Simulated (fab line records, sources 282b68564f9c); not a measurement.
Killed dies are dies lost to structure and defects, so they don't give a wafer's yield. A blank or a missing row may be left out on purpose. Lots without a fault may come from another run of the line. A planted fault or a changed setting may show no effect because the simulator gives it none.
A struck lot beside a sound one | flow rit_cmos | 15 steps out of a route of 202
Sound: wafers L835.1, L835.2, L835.5. Struck: wafer L855.4. (L855.3, L855.6 of the same lot were not struck and are left out.) The cause comes at the end.
At each step with rows: each side's tool, then ch and its chambers, then its first start. Under that, the readings that differ: sound wafers | struck wafers | difference of the means | sigmas: that difference in standard deviations of wafers without a fault.
alike: readings whose means differ by less than 2 such deviations, and words and numbers that are the same on both sides. not compared: withheld readings, readings that some wafer has no value for, bounds like >300 that may hide the same value, and numbers for which the record gives no deviation and whose values overlap.
The two part at a step that has a row with sigmas, a row that says differs or no value, or rows on one side only. Numbers that don't overlap but have no deviation are shown without sigmas and don't part them. A reading that every wafer of one side lacks parts them only if that side has two wafers or more.

RIT_GATE_THK_MEAS_07:
  sound on film_metro-02, day 2 10:37; struck on film_metro-03, day 6 13:13
  alike: GATE_OXIDE_THK
then, 1 step without rows for these wafers: RIT_GATE_CVD_08 (deposits poly-Si from SiH4, target thk 250 nm, time 2220 s).
RIT_GATE_THK_MEAS_09:
  sound on film_metro-04, day 2 12:17; struck on film_metro-04, day 6 14:53
  alike: GATE_POLY_THK
then, 6 steps without rows for these wafers: RIT_GATE_HMDS_10 (prime time 60 s); RIT_GATE_COAT_11 (resist thk 850 nm); RIT_GATE_SOFTBAKE_12 (time 60 s); RIT_GATE_EXPOSE_13 (exposes mask M6, target cd 150 nm); RIT_GATE_PEB_14; RIT_GATE_DEVELOP_15 (develop time 47.86 s).
RIT_GATE_CD_MEAS_16: target cd 150 nm.
  sound on cd_sem-01, day 2 13:13; struck on cd_sem-02, day 6 15:49
  alike: cd_nm
RIT_GATE_OVL_MEAS_17:
  sound on overlay-02, day 2 13:20; struck on overlay-02, day 6 15:55
  alike: GATE_OVL
then, 1 step without rows for these wafers: RIT_GATE_HARDBAKE_18 (time 60 s).
RIT_GATE_ETCH_19: etches poly-Si in SF6/CHF3/O2, stops on SiO2, time 165 s, target depth 312.5 nm.
  sound on rie_si-01 ch 1,3, day 2 13:31; struck on rie_si-01 ch 0, day 6 16:06
  reading                                   | sound             | struck  | difference | sigmas
  oes_product_au (a.u.)                     | 0.847 0.852 0.840 | 0.797   | -0.049     | -4
  over_etch_frac                            | 0.25 0.25 0.25    | 0.38444 | +0.13444   |
  model.NOVOLAK_of_GATE_COAT_11.thk_nm (nm) | 670.3 671.1 670.8 | 662     | -9         |
  alike: SF6_flow_sccm, drypump_motor_current_A, throttle_valve_pct
  not compared: rf_hours_counter_h
RIT_GATE_STRIP_20: strips in O2, time 180 s.
  sound on plasma_asher-04 ch 0,1, day 2 13:37; struck on plasma_asher-02 ch 1, day 6 16:16
  alike: drypump_motor_current_A, rf_refl_power_W
  not compared: rf_hours_counter_h
then, 1 step without rows for these wafers: RIT_M1_PROBE_99.

WHERE THEY PART
Only at RIT_GATE_ETCH_19, within this record. Later steps at which nothing parts them and some readings are alike: RIT_GATE_STRIP_20.

WHY: what the simulator had put in
Process parameter drift: rie_si-01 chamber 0, from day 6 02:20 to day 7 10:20, at RIT_GATE_ETCH_19. Setting over_etch_frac, moved by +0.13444, from 0.25.
